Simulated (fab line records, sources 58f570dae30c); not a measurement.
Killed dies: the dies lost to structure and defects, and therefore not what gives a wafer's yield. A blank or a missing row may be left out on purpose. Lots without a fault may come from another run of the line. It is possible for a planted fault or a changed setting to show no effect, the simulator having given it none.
One fault seen from 2 desks || flow berkeley cmos170 || each desk has only its own numbers; what lay behind them comes last

== THE METROLOGY DESK ==
What the gauges read for every lot (on any tool): the sampled wafers with a number, averaged. Marked OUT: a lot whose mean sits more than 4 standard deviations from the usual mean, which makes it out of limits; the brackets give that distance. Of its 9 readings 7 are shown: those that lie furthest out on some lot.
Columns: A = PFIELD_OVL at UCB170_PFIELD_OVL_MEAS_06, usual -1 nm; B = PFIELD_TW at UCB170_PFIELD_TW_MEAS_09, usual 600; C = FIELD_OXIDE_THK at UCB170_FIELD_THK_MEAS_02, usual 547 nm; D = FIELD_OXIDE_LEFT_1_THK at UCB170_FIELD_THK_MEAS_90, usual 431 nm; E = SACOX_OXIDE_THK at UCB170_SACOX_THK_MEAS_02, usual 14.28 nm; F = SCREENOX_OXIDE_THK at UCB170_SCREENOX_THK_MEAS_02, usual 14.28 nm; G = PVT_OVL at UCB170_PVT_OVL_MEAS_06, usual -3 nm
{"lot": "L443", "first seen here": "day 5 13:38", "A": -8, "B": 602, "C": 549, "D": 434, "E": 14.36, "F": 14.06, "G": -9}
{"lot": "L446", "first seen here": "day 6 08:36", "A": 6, "B": 602, "C": 532, "D": 416, "E": 14.41, "F": 14.08, "G": -9}
{"lot": "L448", "first seen here": "day 6 21:43", "A": 0, "B": 604, "C": 525, "D": 408, "E": 14.16, "F": 14.11, "G": 2}
{"lot": "L450", "first seen here": "day 6 21:51", "A": -6, "B": 595, "C": 541, "D": 424, "E": 13.84, "F": 14.36, "G": -1}
{"lot": "L453", "first seen here": "day 7 17:48", "A": -5, "B": 608, "C": 560, "D": 446, "E": 14.56, "F": 14.12, "G": 3}
{"lot": "L454", "first seen here": "day 7 17:58", "A": -4, "B": 593, "C": 554, "D": 438, "E": 14.56, "F": 14.65, "G": 1}
{"lot": "L452", "first seen here": "day 7 18:28", "A": 3, "B": 598, "C": 554, "D": 439, "E": 14.51, "F": 14.46, "G": -3}
Result from this desk: across the 7 lots, nothing is out of limits.

== TOOL OWNER'S DESK, furnace-04 ==
Per lot that ran on this tool, the mean of the sampled wafers carrying a number, from the tool's own readings at UCB170_FIELD_ANNEAL_03 (time 1200 s). Marked OUT: a lot whose mean sits more than 4 standard deviations from the usual mean, which makes it out of limits; the brackets give that distance.
Columns: A = tube_center_temp_C_max at UCB170_FIELD_ANNEAL_03, usual 1002.6
{"lot": "L448", "first seen here": "day 7 08:46", "A": 1002.6}
{"lot": "L450", "first seen here": "day 7 08:46", "A": 1003.0}
{"lot": "L452", "first seen here": "day 8 04:03", "A": 1002.3}
{"lot": "L453", "first seen here": "day 8 04:03", "A": 1002.9}
{"lot": "L454", "first seen here": "day 8 04:03", "A": 1002.4}
Result from this desk: across the 5 lots, nothing is out of limits.

== PUT TOGETHER ==
Nothing out of limits was seen by the metrology desk.
The desk of the tool owner found nothing out of limits.

== WHAT THE SIMULATOR HAD INSERTED ==
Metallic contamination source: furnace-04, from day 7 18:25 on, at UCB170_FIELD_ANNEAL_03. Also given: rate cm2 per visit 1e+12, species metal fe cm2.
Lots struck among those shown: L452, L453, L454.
